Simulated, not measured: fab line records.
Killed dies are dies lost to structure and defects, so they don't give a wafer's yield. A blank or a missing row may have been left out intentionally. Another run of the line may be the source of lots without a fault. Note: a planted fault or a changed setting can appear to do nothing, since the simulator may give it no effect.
Code-filled problem report in 8D (eight disciplines) form + flow berkeley cmos170 + the parts of the form that need people (team, actions taken, sign-off) are left out

1. WHAT IS WRONG
M2_AL_RS at UCB170_M2_RS_MEAS_02 reads a mean of 0.0508 ohm/sq on 2 wafers of 2 lots; wafers without a fault read 0.0322 ohm/sq with a standard deviation of 0.00041. Relative to the usual mean, that is a shift of +45 standard deviations.
The step: measures by four-point-probe.
Seen first at day 8 14:58 on film metro-04, wafer L857.4. The record has a number at this step for 42 wafers belonging to 14 lots. Rule for "out" (also "out of limits"): further than 4 standard deviations from the usual mean. The rest of the wafers with a number are treated as sound.

2. WHAT IT IS, AND WHAT IT ISN'T
| question                    | is                           | is not                                                                                                                     |
|-----------------------------|------------------------------|----------------------------------------------------------------------------------------------------------------------------|
| which readings at this step | M2_AL_RS                     | -                                                                                                                          |
| which lots                  | L857, L859                   | L853, L854, L855, L860, L861, L867, L868, L872, L873, L874, L875, L876                                                     |
| which wafers of those lots  | L857.4, L859.3               | L857.2, L857.5, L859.1, L859.6                                                                                             |
| read on which gauges        | film metro-03, film metro-04 | film metro-01                                                                                                              |
| when                        | from day 8 14:58             | up to then (11 sound wafers); but 29 sound wafers of L859, L860, L861, L867, L868, L872, L873, L874, L875, L876 came after |

3. WHAT RULES OUT EACH SUSPECT
Counting: a tool at a process step up to the reading stays a suspect if it ran every lot that is out. Sound lots after the first of them don't rule it out here, since some wafers of a struck lot are sound.
- the gauge at UCB170_M2_RS_MEAS_02 has been ruled out. The wafers that are out were read on 2 gauges (film metro-03, film metro-04).
- pvd sputter-04 at UCB170_M2_SPUTTER_01 (material Al, target thk 900 nm, time 120 s): kept. It processed each lot that is out (first: L857, day 8 14:51); up to then, its last sound lot is L855 (day 7 19:39).
After counting, what remains is pvd sputter-04 at UCB170_M2_SPUTTER_01.

4. THE CAUSE (what the simulator had put in)
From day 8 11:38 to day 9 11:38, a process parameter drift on pvd sputter-04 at UCB170_M2_SPUTTER_01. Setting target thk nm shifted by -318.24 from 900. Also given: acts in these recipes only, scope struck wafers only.
This tool alone remained once counting was done.

5. THE CHAIN OF EFFECTS, in route order
Rows list readings where the struck wafers' mean (over those with a number) sits beyond 3 standard deviations from the usual. Only readings for which the record gives a usual standard deviation are gone through. hours: the time from each lot's start at the first step in this table that gives one to its start at this step, as a median over the lots. sigmas: the change in usual standard deviations.
| hours | step                    | reading        | usual         | on struck wafers | change  | sigmas |
|-------|-------------------------|----------------|---------------|------------------|---------|--------|
| 0     | UCB170_M2_RS_MEAS_02    | M2_AL_RS       | 0.0322 ohm/sq | 0.0508           | +0.0186 | +45    |
| 0     | UCB170_M2_THK_MEAS_03   | M2_AL_THK      | 902 nm        | 581              | -321    | -25    |
| 2     | UCB170_M2_METAL_ETCH_18 | oes product au | 0.848 a.u.    | 0.675            | -0.173  | -14    |
The process steps in it:
- UCB170_M2_METAL_ETCH_18: etches Al in Cl2/BCl3, stops on SiO2, target depth 1170 nm, time 195 s.

6. WHAT WOULD HAVE CAUGHT IT SOONER
3 hours passed between the start of the fault at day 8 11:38 and the first reading out of limits at a measuring or inspecting step in this record, taken at day 8 14:58.
An alarm limit of 4 standard deviations would not have fired on the tool readings at UCB170_M2_SPUTTER_01 for which the record gives a usual standard deviation, since none of them was out on any struck wafer.
Of the lots that are out (2), L859 began UCB170_M2_SPUTTER_01 on pvd sputter-04 after day 8 14:58. It would have been spared by a hold on the tool at that moment.
